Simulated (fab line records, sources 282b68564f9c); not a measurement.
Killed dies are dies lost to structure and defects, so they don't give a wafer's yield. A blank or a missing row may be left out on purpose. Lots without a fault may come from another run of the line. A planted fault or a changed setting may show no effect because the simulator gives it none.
Problem report in the 8D (eight disciplines) form, filled by code | flow rit_cmos | the parts of the form that need people (team, actions taken, sign-off) are left out

1. THE PROBLEM
killed_at_M0_to_M3 at RIT_M1_PROBE_99 reads a mean of 30.0 on 1 wafer of 1 lot; wafers without a fault read 0.0 with a standard deviation of 0.12. That is +99 or more standard deviations from the usual mean.
First seen on wafer L266.5, day 6 17:26, on prober-02. The record holds 39 wafers of 13 lots with a number at this step. Rule for "out", or "out of limits": more than 4 standard deviations from the usual mean. The other wafers with a number count as sound.

2. WHAT IT IS AND WHAT IT IS NOT
question                    | is                                                                                                                                               | is not
which readings at this step | killed_at_M0_to_M3, defect_limited_yield, killed_dies, sort_bin_3_pad_short, sort_bin_5_function, sort_bin_6_memory, sort_n_pass, sort_yield_pct | killed_at_contacts, killed_at_front_end, killed_open, killed_short
which lots                  | L266                                                                                                                                             | L252, L253, L254, L255, L256, L257, L259, L262, L263, L265, L271, L273
which wafers of those lots  | L266.5                                                                                                                                           | L266.4, L266.6
read on which tools         | prober-02                                                                                                                                        | prober-01
when                        | from day 6 17:26                                                                                                                                 | up to then (31 sound wafers); but 7 sound wafers of L266, L271, L273 came after

3. SUSPECTS, AND WHAT RULES EACH OUT
Counting: a tool at a process step up to the reading stays a suspect if it ran every lot that is out. Sound lots after the first of them don't rule it out here, since some wafers of a struck lot are sound.
- pvd_sputter-03 at RIT_M1_SPUTTER_00 (material Al, target thk 400 nm, time 500 s): kept. It ran the lot that is out, L266 (day 6 13:07); its last sound lot up to then is L262 (day 5 17:34).
- prober-02 at RIT_M1_PROBE_99: kept. It ran the lot that is out, L266 (day 6 17:23); its last sound lot up to then is L262 (day 5 21:53). Its own readings are out on those wafers: defect_limited_yield, killed_at_M0_to_M3, killed_dies, sort_bin_3_pad_short, sort_bin_5_function, sort_bin_6_memory, sort_n_pass, sort_yield_pct.
Left after counting: pvd_sputter-03 at RIT_M1_SPUTTER_00, prober-02 at RIT_M1_PROBE_99.

4. THE CAUSE (what the simulator had put in)
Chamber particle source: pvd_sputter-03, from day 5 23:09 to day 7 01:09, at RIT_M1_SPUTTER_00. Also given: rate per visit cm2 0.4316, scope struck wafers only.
Counting left 2 suspects, and this tool is among them.

5. THE CHAIN OF EFFECTS, in route order
Each row: a reading whose mean over the struck wafers that have a number lies more than 3 standard deviations from the usual. Only readings for which the record gives a usual standard deviation are gone through. hours: the time from each lot's start at the first step in this table that gives one to its start at this step, as a median over the lots. sigmas: the change in usual standard deviations.
hours | step            | reading              | usual  | on struck wafers | change | sigmas
0     | RIT_M1_PROBE_99 | defect_limited_yield | 97.1 % | 87.5             | -9.6   | -8.0
0     | RIT_M1_PROBE_99 | killed_at_M0_to_M3   | 0.0    | 30.0             | +30.0  | +99 or more
0     | RIT_M1_PROBE_99 | killed_dies          | 8      | 33               | +25    | +7.8
0     | RIT_M1_PROBE_99 | sort_bin_3_pad_short | 0.1 %  | 1.1              | +1.0   | +4.2
0     | RIT_M1_PROBE_99 | sort_bin_5_function  | 1.7 %  | 7.6              | +5.9   | +6.8
0     | RIT_M1_PROBE_99 | sort_bin_6_memory    | 1.0 %  | 3.8              | +2.8   | +4.4
0     | RIT_M1_PROBE_99 | sort_n_pass          | 256    | 231              | -25    | -7.8
0     | RIT_M1_PROBE_99 | sort_yield_pct       | 97.1 % | 87.5             | -9.6   | -8.0
The process steps in it:
- RIT_M1_PROBE_99

6. WHAT WOULD HAVE CAUGHT IT SOONER
In this record the first reading out of limits was taken at day 6 17:26, 18 hours after the fault began at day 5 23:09.
Of the tool readings at RIT_M1_SPUTTER_00 for which the record gives a usual standard deviation, none was out on any struck wafer, so an alarm limit of 4 standard deviations on them would not have fired.
All the lots that are out (1) had begun RIT_M1_SPUTTER_00 on pvd_sputter-03 by day 6 17:26. A hold on the tool at that time would have spared none of them.
